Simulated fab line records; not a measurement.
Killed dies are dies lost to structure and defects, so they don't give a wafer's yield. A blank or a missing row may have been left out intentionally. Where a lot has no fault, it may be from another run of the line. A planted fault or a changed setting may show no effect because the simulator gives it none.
Which tool did it? || flow berkeley cmos170 || 14 lots, 42 wafers sampled, at 4 steps of a route of 331

== WHAT THE GAUGES READ, wafer by wafer ==
UCB170_V2_THK_MEAS_04.
{"lot": "L390", "measured": "day 7 23:26", "on": "film metro-03", "V2_POLISHED_THK (nm)": "999.9 1000.0 999.8"}
{"lot": "L389", "measured": "day 7 23:42", "on": "film metro-03", "V2_POLISHED_THK (nm)": "999.3 997.8 1000.4"}
{"lot": "L391", "measured": "day 8 00:02", "on": "film metro-02", "V2_POLISHED_THK (nm)": "1000.0 1002.7 1001.8"}
{"lot": "L392", "measured": "day 8 01:41", "on": "film metro-01", "V2_POLISHED_THK (nm)": "1000.5 1000.8 1002.3"}
{"lot": "L394", "measured": "day 8 07:59", "on": "film metro-01", "V2_POLISHED_THK (nm)": "1001.1 1000.1 1000.2"}
{"lot": "L398", "measured": "day 9 09:06", "on": "film metro-01", "V2_POLISHED_THK (nm)": "1000.2 1000.0 999.8"}
{"lot": "L405", "measured": "day 11 01:47", "on": "film metro-02", "V2_POLISHED_THK (nm)": "1000.4 999.4 1000.2"}
{"lot": "L406", "measured": "day 11 16:02", "on": "film metro-02", "V2_POLISHED_THK (nm)": "998.7 1000.0 1001.4"}
{"lot": "L411", "measured": "day 11 16:16", "on": "film metro-03", "V2_POLISHED_THK (nm)": "998.9 1001.2 999.6"}
{"lot": "L410", "measured": "day 11 16:23", "on": "film metro-02", "V2_POLISHED_THK (nm)": "999.6 999.2 1000.2"}
{"lot": "L408", "measured": "day 11 16:38", "on": "film metro-03", "V2_POLISHED_THK (nm)": "1000.8 998.1 999.1"}
{"lot": "L412", "measured": "day 11 17:58", "on": "film metro-01", "V2_POLISHED_THK (nm)": "1000.2 999.6 1001.3"}

== WHAT TOOL EACH LOT RAN ON (gives the tool, then ch and the chambers of the sampled wafers, and finally the start) ==
{"lot": "L390", "UCB170_V1_ETCH_14": "rie diel-02 ch 2,3, day 7 19:32", "UCB170_M2_STRIP_07": "plasma asher-04 ch 0,1, day 7 20:50", "UCB170_M2_EXPOSE_12": "krf scanner-01 ch 0, day 7 21:47"}
{"lot": "L389", "UCB170_V1_ETCH_14": "rie diel-03 ch 1,2,3, day 7 19:43", "UCB170_M2_STRIP_07": "plasma asher-02 ch 0,1, day 7 20:55", "UCB170_M2_EXPOSE_12": "krf scanner-02 ch 0, day 7 22:01"}
{"lot": "L391", "UCB170_V1_ETCH_14": "rie diel-01 ch 0,1,3, day 7 20:08", "UCB170_M2_STRIP_07": "plasma asher-04 ch 0,1, day 7 21:26", "UCB170_M2_EXPOSE_12": "krf scanner-01 ch 0, day 7 22:17"}
{"lot": "L392", "UCB170_V1_ETCH_14": "rie diel-02 ch 1,2, day 7 22:04", "UCB170_M2_STRIP_07": "plasma asher-03 ch 0,1, day 7 23:17", "UCB170_M2_EXPOSE_12": "krf scanner-01 ch 0, day 8 00:02"}
{"lot": "L394", "UCB170_V1_ETCH_14": "rie diel-01 ch 2,3, day 8 02:22", "UCB170_M2_STRIP_07": "plasma asher-03 ch 0, day 8 03:47", "UCB170_M2_EXPOSE_12": "krf scanner-01 ch 0, day 8 05:35"}
{"lot": "L398", "UCB170_V1_ETCH_14": "rie diel-02 ch 0,1,3, day 9 04:57", "UCB170_M2_STRIP_07": "plasma asher-02 ch 0,1, day 9 06:39", "UCB170_M2_EXPOSE_12": "krf scanner-02 ch 0, day 9 07:25"}
{"lot": "L400", "UCB170_V1_ETCH_14": "rie diel-01 ch 1,2,3, day 9 23:03", "UCB170_M2_STRIP_07": "plasma asher-02 ch 0,1, day 10 00:14", "UCB170_M2_EXPOSE_12": "krf scanner-01, day 10 00:58"}
{"lot": "L402", "UCB170_V1_ETCH_14": "rie diel-02 ch 0,2,3, day 9 23:17", "UCB170_M2_STRIP_07": "plasma asher-03 ch 0,1, day 10 00:28", "UCB170_M2_EXPOSE_12": "krf scanner-01, day 10 01:32"}
{"lot": "L405", "UCB170_V1_ETCH_14": "rie diel-01 ch 0,1,2, day 10 22:07", "UCB170_M2_STRIP_07": "plasma asher-03 ch 0,1, day 10 23:17", "UCB170_M2_EXPOSE_12": "krf scanner-01 ch 0, day 11 00:10"}
{"lot": "L406", "UCB170_V1_ETCH_14": "rie diel-02 ch 0,1, day 11 10:22", "UCB170_M2_STRIP_07": "plasma asher-02 ch 0,1, day 11 12:29", "UCB170_M2_EXPOSE_12": "krf scanner-01 ch 0, day 11 13:50"}
{"lot": "L411", "UCB170_V1_ETCH_14": "rie diel-03 ch 1,3, day 11 10:26", "UCB170_M2_STRIP_07": "plasma asher-03 ch 0,1, day 11 12:28", "UCB170_M2_EXPOSE_12": "krf scanner-02 ch 0, day 11 14:03"}
{"lot": "L410", "UCB170_V1_ETCH_14": "rie diel-01 ch 0,1,3, day 11 10:29", "UCB170_M2_STRIP_07": "plasma asher-04 ch 0,1, day 11 12:37", "UCB170_M2_EXPOSE_12": "krf scanner-01 ch 0, day 11 14:17"}
{"lot": "L408", "UCB170_V1_ETCH_14": "rie diel-02 ch 0,2,3, day 11 10:43", "UCB170_M2_STRIP_07": "plasma asher-03 ch 0,1, day 11 12:55", "UCB170_M2_EXPOSE_12": "krf scanner-02 ch 0, day 11 14:32"}
{"lot": "L412", "UCB170_V1_ETCH_14": "rie diel-02 ch 0,2,3, day 11 13:16", "UCB170_M2_STRIP_07": "plasma asher-04 ch 0,1, day 11 15:10", "UCB170_M2_EXPOSE_12": "krf scanner-01 ch 0, day 11 16:11"}
- UCB170_V1_ETCH_14: etches SiO2 in CHF3/CF4/Ar, stops on Al, target depth 1250 nm, time 291 s.
- UCB170_M2_STRIP_07: strips in O2.
- UCB170_M2_EXPOSE_12: exposes mask METAL2, target cd 700 nm.

== WHAT THE TOOLS THEMSELVES READ (means of the sampled wafers that have a number; where no wafer has one, the mark that the record gives instead) ==
UCB170_V1_ETCH_14.
{"lot": "L390", "tool": "rie diel-02", "drypump motor current A (A)": 5.5, "oes product au (a.u.)": 0.885, "throttle valve pct (%)": 6.91}
{"lot": "L389", "tool": "rie diel-03", "drypump motor current A (A)": 5.5, "oes product au (a.u.)": 0.873, "throttle valve pct (%)": 7.01}
{"lot": "L391", "tool": "rie diel-01", "drypump motor current A (A)": 5.7, "oes product au (a.u.)": 0.873, "throttle valve pct (%)": 6.80}
{"lot": "L392", "tool": "rie diel-02", "drypump motor current A (A)": 5.8, "oes product au (a.u.)": 0.884, "throttle valve pct (%)": 6.77}
{"lot": "L394", "tool": "rie diel-01", "drypump motor current A (A)": 5.6, "oes product au (a.u.)": 0.894, "throttle valve pct (%)": 6.87}
{"lot": "L398", "tool": "rie diel-02", "drypump motor current A (A)": 5.7, "oes product au (a.u.)": 0.887, "throttle valve pct (%)": 6.86}
{"lot": "L400", "tool": "rie diel-01", "drypump motor current A (A)": 5.8, "oes product au (a.u.)": 0.885, "throttle valve pct (%)": 6.84}
{"lot": "L402", "tool": "rie diel-02", "drypump motor current A (A)": 5.4, "oes product au (a.u.)": 0.876, "throttle valve pct (%)": 6.88}
{"lot": "L405", "tool": "rie diel-01", "drypump motor current A (A)": 5.8, "oes product au (a.u.)": 0.879, "throttle valve pct (%)": 6.84}
{"lot": "L406", "tool": "rie diel-02", "drypump motor current A (A)": 5.7, "oes product au (a.u.)": 0.877, "throttle valve pct (%)": 6.83}
{"lot": "L411", "tool": "rie diel-03", "drypump motor current A (A)": 5.0, "oes product au (a.u.)": 0.875, "throttle valve pct (%)": 7.00}
{"lot": "L410", "tool": "rie diel-01", "drypump motor current A (A)": 5.7, "oes product au (a.u.)": 0.883, "throttle valve pct (%)": 6.81}
{"lot": "L408", "tool": "rie diel-02", "drypump motor current A (A)": 5.4, "oes product au (a.u.)": 0.874, "throttle valve pct (%)": 6.88}
{"lot": "L412", "tool": "rie diel-02", "drypump motor current A (A)": 5.4, "oes product au (a.u.)": 0.874, "throttle valve pct (%)": 6.89}

UCB170_M2_STRIP_07.
{"lot": "L390", "tool": "plasma asher-04", "drypump motor current A (A)": 6.07, "oes product au (a.u.)": 0.732, "strip time to endpoint s (s)": 21.99}
{"lot": "L389", "tool": "plasma asher-02", "drypump motor current A (A)": 5.99, "oes product au (a.u.)": 0.732, "strip time to endpoint s (s)": 21.99}
{"lot": "L391", "tool": "plasma asher-04", "drypump motor current A (A)": 6.08, "oes product au (a.u.)": 0.734, "strip time to endpoint s (s)": 21.98}
{"lot": "L392", "tool": "plasma asher-03", "drypump motor current A (A)": 5.95, "oes product au (a.u.)": 0.735, "strip time to endpoint s (s)": 21.94}
{"lot": "L394", "tool": "plasma asher-03", "drypump motor current A (A)": 5.65, "oes product au (a.u.)": 0.738, "strip time to endpoint s (s)": 21.96}
{"lot": "L398", "tool": "plasma asher-02", "drypump motor current A (A)": 6.00, "oes product au (a.u.)": 0.739, "strip time to endpoint s (s)": 21.99}
{"lot": "L400", "tool": "plasma asher-02", "drypump motor current A (A)": 5.81, "oes product au (a.u.)": 0.732, "strip time to endpoint s (s)": 21.93}
{"lot": "L402", "tool": "plasma asher-03", "drypump motor current A (A)": 5.79, "oes product au (a.u.)": 0.735, "strip time to endpoint s (s)": 21.99}
{"lot": "L405", "tool": "plasma asher-03", "drypump motor current A (A)": 5.95, "oes product au (a.u.)": 0.732, "strip time to endpoint s (s)": 22.03}
{"lot": "L406", "tool": "plasma asher-02", "drypump motor current A (A)": 5.80, "oes product au (a.u.)": 0.734, "strip time to endpoint s (s)": 21.91}
{"lot": "L411", "tool": "plasma asher-03", "drypump motor current A (A)": 5.80, "oes product au (a.u.)": 0.734, "strip time to endpoint s (s)": 22.02}
{"lot": "L410", "tool": "plasma asher-04", "drypump motor current A (A)": 6.09, "oes product au (a.u.)": 0.738, "strip time to endpoint s (s)": 21.98}
{"lot": "L408", "tool": "plasma asher-03", "drypump motor current A (A)": 5.96, "oes product au (a.u.)": 0.729, "strip time to endpoint s (s)": 21.94}
{"lot": "L412", "tool": "plasma asher-04", "drypump motor current A (A)": 6.06, "oes product au (a.u.)": 0.740, "strip time to endpoint s (s)": 21.84}

UCB170_M2_EXPOSE_12.
{"lot": "L390", "tool": "krf scanner-01", "exposure dose mJ cm2": 26.02, "focus offset nm (nm)": -0.2, "reticle temp C (C)": 22.95}
{"lot": "L389", "tool": "krf scanner-02", "exposure dose mJ cm2": 26.00, "focus offset nm (nm)": -0.1, "reticle temp C (C)": 23.04}
{"lot": "L391", "tool": "krf scanner-01", "exposure dose mJ cm2": 26.01, "focus offset nm (nm)": 0.4, "reticle temp C (C)": 23.12}
{"lot": "L392", "tool": "krf scanner-01", "exposure dose mJ cm2": 25.97, "focus offset nm (nm)": 0.5, "reticle temp C (C)": 23.01}
{"lot": "L394", "tool": "krf scanner-01", "exposure dose mJ cm2": 26.00, "focus offset nm (nm)": 0.5, "reticle temp C (C)": 23.06}
{"lot": "L398", "tool": "krf scanner-02", "exposure dose mJ cm2": 25.99, "focus offset nm (nm)": 0.3, "reticle temp C (C)": 23.03}
{"lot": "L400", "tool": "krf scanner-01", "exposure dose mJ cm2": "-", "focus offset nm (nm)": "-", "reticle temp C (C)": "-"}
{"lot": "L402", "tool": "krf scanner-01", "exposure dose mJ cm2": "-", "focus offset nm (nm)": "-", "reticle temp C (C)": "-"}
{"lot": "L405", "tool": "krf scanner-01", "exposure dose mJ cm2": 26.01, "focus offset nm (nm)": 0.1, "reticle temp C (C)": 22.99}
{"lot": "L406", "tool": "krf scanner-01", "exposure dose mJ cm2": 26.05, "focus offset nm (nm)": -0.2, "reticle temp C (C)": 23.02}
{"lot": "L411", "tool": "krf scanner-02", "exposure dose mJ cm2": 26.01, "focus offset nm (nm)": -0.0, "reticle temp C (C)": 23.12}
{"lot": "L410", "tool": "krf scanner-01", "exposure dose mJ cm2": 26.02, "focus offset nm (nm)": 0.4, "reticle temp C (C)": 23.07}
{"lot": "L408", "tool": "krf scanner-02", "exposure dose mJ cm2": 26.03, "focus offset nm (nm)": -0.5, "reticle temp C (C)": 22.90}
{"lot": "L412", "tool": "krf scanner-01", "exposure dose mJ cm2": 26.02, "focus offset nm (nm)": -0.3, "reticle temp C (C)": 23.13}

== THE ANSWER, worked out from the rows above alone ==
Rule: what is usual is taken from the lots themselves. Put in order of their means at a reading, lots are off if they are a third of the lots or fewer, leave a main group of 4 or more, and stand apart from it by a gap of 3 or more times the standard deviation of the main group's means; of several such gaps the widest counts. If all means in a main group match to the digits the tables above print for the reading, that group is not used. Also off: a lot with no number at a reading for which 4 or more lots have one. Where the step has rows for the other lots, those lots are counted as sound. The gauges are gone through in route order, then the tools' own readings, and for those a lot's mean is taken as printed above. At the first step where some lot is off, the reading lying furthest off is the one used; lots without a number count as furthest.
Off: L400, L402, at UCB170_M2_EXPOSE_12 (exposure dose mJ cm2). Without a number there: L400, L402. The main group: mean 26.01, standard deviation 0.019.
A tool fits if, at that step or a process step before it, it ran every lot that is off, and no sound lot after the first of them. Of those tried, none fits.

== WHAT WAS PUT IN BY THE SIMULATOR ==
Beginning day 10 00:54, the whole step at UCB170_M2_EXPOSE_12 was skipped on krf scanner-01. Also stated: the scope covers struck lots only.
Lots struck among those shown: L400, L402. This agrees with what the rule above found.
